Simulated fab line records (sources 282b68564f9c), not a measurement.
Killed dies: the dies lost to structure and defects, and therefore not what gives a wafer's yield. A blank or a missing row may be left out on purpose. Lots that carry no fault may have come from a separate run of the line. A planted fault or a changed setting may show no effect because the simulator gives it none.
Which of the tools did it? | flow rit_cmos | 15 lots, 45 wafers sampled, at 2 steps of a route of 202

## WHAT EACH GAUGE READ, for each wafer
RIT_SPACER_THK_MEAS_04. Usual: SPACER_NITRIDE_THK 249.8 nm, standard deviation 2.
lot  | measured    | on            | SPACER_NITRIDE_THK (nm) | flag
L755 | day 3 02:05 | film_metro-01 | 247.6 249.1 247.4       |
L756 | day 3 04:42 | film_metro-01 | 249.4 249.7 251.6       |
L757 | day 3 14:11 | film_metro-01 | 251.2 251.0 251.5       |
L759 | day 3 20:40 | film_metro-03 | 250.3 249.5 250.4       |
L763 | day 4 18:28 | film_metro-03 | 317.3 316.3 318.1       | OFF
L764 | day 5 01:35 | film_metro-02 | 250.1 252.8 251.1       |
L765 | day 5 05:02 | film_metro-02 | 321.0 318.8 319.1       | OFF
L766 | day 5 06:57 | film_metro-03 | 322.3 324.9 320.3       | OFF
L768 | day 5 18:30 | film_metro-03 | 249.2 246.7 250.9       |
L769 | day 6 01:02 | film_metro-03 | 250.5 251.8 249.8       |
L770 | day 6 03:56 | film_metro-03 | 247.0 247.4 248.2       |
L772 | day 6 12:55 | film_metro-03 | 249.5 251.7 247.8       |
L773 | day 6 21:26 | film_metro-03 | 249.6 250.0 250.9       |
L774 | day 6 23:22 | film_metro-01 | 252.3 252.7 251.1       |
L776 | day 7 08:39 | film_metro-03 | 246.2 246.9 246.2       |

## EACH LOT AND THE TOOL THAT RAN IT (in order: tool; ch and the chambers of the sampled wafers; start)
lot  | RIT_SPACER_CVD_03
L755 | lpcvd-01 ch 1, day 3 00:10
L756 | lpcvd-01 ch 0, day 3 02:47
L757 | lpcvd-01 ch 1, day 3 11:18
L759 | lpcvd-02 ch 1, day 3 18:44
L763 | lpcvd-02 ch 1, day 4 16:32
L764 | lpcvd-01 ch 1, day 4 22:43
L765 | lpcvd-02 ch 0, day 5 03:07
L766 | lpcvd-02 ch 1, day 5 05:01
L768 | lpcvd-01 ch 0, day 5 15:35
L769 | lpcvd-01 ch 1, day 5 23:05
L770 | lpcvd-01 ch 1, day 6 02:01
L772 | lpcvd-01 ch 0, day 6 11:00
L773 | lpcvd-01 ch 0, day 6 19:31
L774 | lpcvd-01 ch 1, day 6 21:26
L776 | lpcvd-01 ch 1, day 7 06:44
- RIT_SPACER_CVD_03: deposits Si3N4 from SiH2Cl2/NH3, target thk 250 nm, time 3300 s.

## WHAT THE TOOLS THEMSELVES READ (means of the sampled wafers that have a number; where no wafer has one, the mark that the record gives instead)
The record holds no such reading with a usual standard deviation.

## THE ANSWER, worked out from the rows above alone
Rule: take the mean of a lot's wafers that have a number; if it is more than 3 standard deviations from the usual mean, the lot is off. Also off: a lot with no number at a reading for which 4 or more lots have one. Where the step has rows for the other lots, those lots are counted as sound. First the gauges in route order, then the tools' own readings, where a lot's mean is used as printed above. At the first step where some lot is off, the reading lying furthest off is the one used; lots without a number count as furthest.
Off: L763, L765, L766, seen at RIT_SPACER_THK_MEAS_04 (SPACER_NITRIDE_THK).
A tool fits if, at a process step before that reading, it ran every lot that is off, and no sound lot after the first of them. Gauges at RIT_SPACER_THK_MEAS_04: tried the same way as those tools. One candidate fits, namely lpcvd-02 at RIT_SPACER_CVD_03. A fault onset in the window from L759 (day 3 18:44, its last sound lot) to L763 (day 4 16:32, its first lot off) fits.

## WHAT THE SIMULATOR HAD PUT IN
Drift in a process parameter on lpcvd-02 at RIT_SPACER_CVD_03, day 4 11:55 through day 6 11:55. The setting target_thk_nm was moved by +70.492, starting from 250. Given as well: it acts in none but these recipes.
Shown lots that were struck: L763, L765, L766. The rule above reached the same finding.
